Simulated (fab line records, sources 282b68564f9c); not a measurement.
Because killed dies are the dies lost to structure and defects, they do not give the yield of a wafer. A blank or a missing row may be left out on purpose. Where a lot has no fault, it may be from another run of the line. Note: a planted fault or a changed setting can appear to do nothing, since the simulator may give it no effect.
Matching of chambers :: flow rit-cmos :: rie-si-02 running RIT_GATE_ETCH_19: 4 sister chambers
The step etches poly-Si in SF6/CHF3/O2, stops on SiO2, time 165 s, target depth 312.5 nm. 4 wafers are shown with their chamber, then 7 later ones without.

## WAFERS WITH THEIR CHAMBER
wafer: L247.3
chamber: 3
throttle-valve-pct (%): 10.50

wafer: L249.4
chamber: 0
throttle-valve-pct (%): 10.16

wafer: L253.3
chamber: 2
throttle-valve-pct (%): 10.19

wafer: L253.5
chamber: 1
throttle-valve-pct (%): 10.36

## WAFERS MISSING THEIR CHAMBER
wafer: L253.6
throttle-valve-pct (%): 10.19

wafer: L255.2
throttle-valve-pct (%): 10.18

wafer: L255.5
throttle-valve-pct (%): 10.35

wafer: L255.6
throttle-valve-pct (%): 10.16

wafer: L259.2
throttle-valve-pct (%): 10.16

wafer: L259.4
throttle-valve-pct (%): 10.35

wafer: L259.6
throttle-valve-pct (%): 10.15

## THE CHAMBER EACH PASSED THROUGH
wafer: L253.6
from the rows above: 2
in truth: 2

wafer: L255.2
from the rows above: can't be placed: 2 or 0
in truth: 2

wafer: L255.5
from the rows above: 1
in truth: 1

wafer: L255.6
from the rows above: 0
in truth: 0

wafer: L259.2
from the rows above: 0
in truth: 0

wafer: L259.4
from the rows above: 1
in truth: 1

wafer: L259.6
from the rows above: 0
in truth: 0
Placed correctly: 6 of 7. Not placeable from these rows: 1 (in 1, the candidates include the true chamber). Wrongly placed: 0.
How it was worked out, from the rows above alone: a wafer's distance from a chamber is the root of the sum, over the readings, of the square of ((its reading less the chamber's mean) divided by the reading's scatter). If the next closest chamber is less than 2 further off than the closest, the wafer can't be placed; otherwise it belongs to the closest. The mean given for a chamber averages the wafers shown for that chamber. The scatter: root of mean squared gap, hidden wafer to nearest shown wafer, with one shown wafer a chamber.
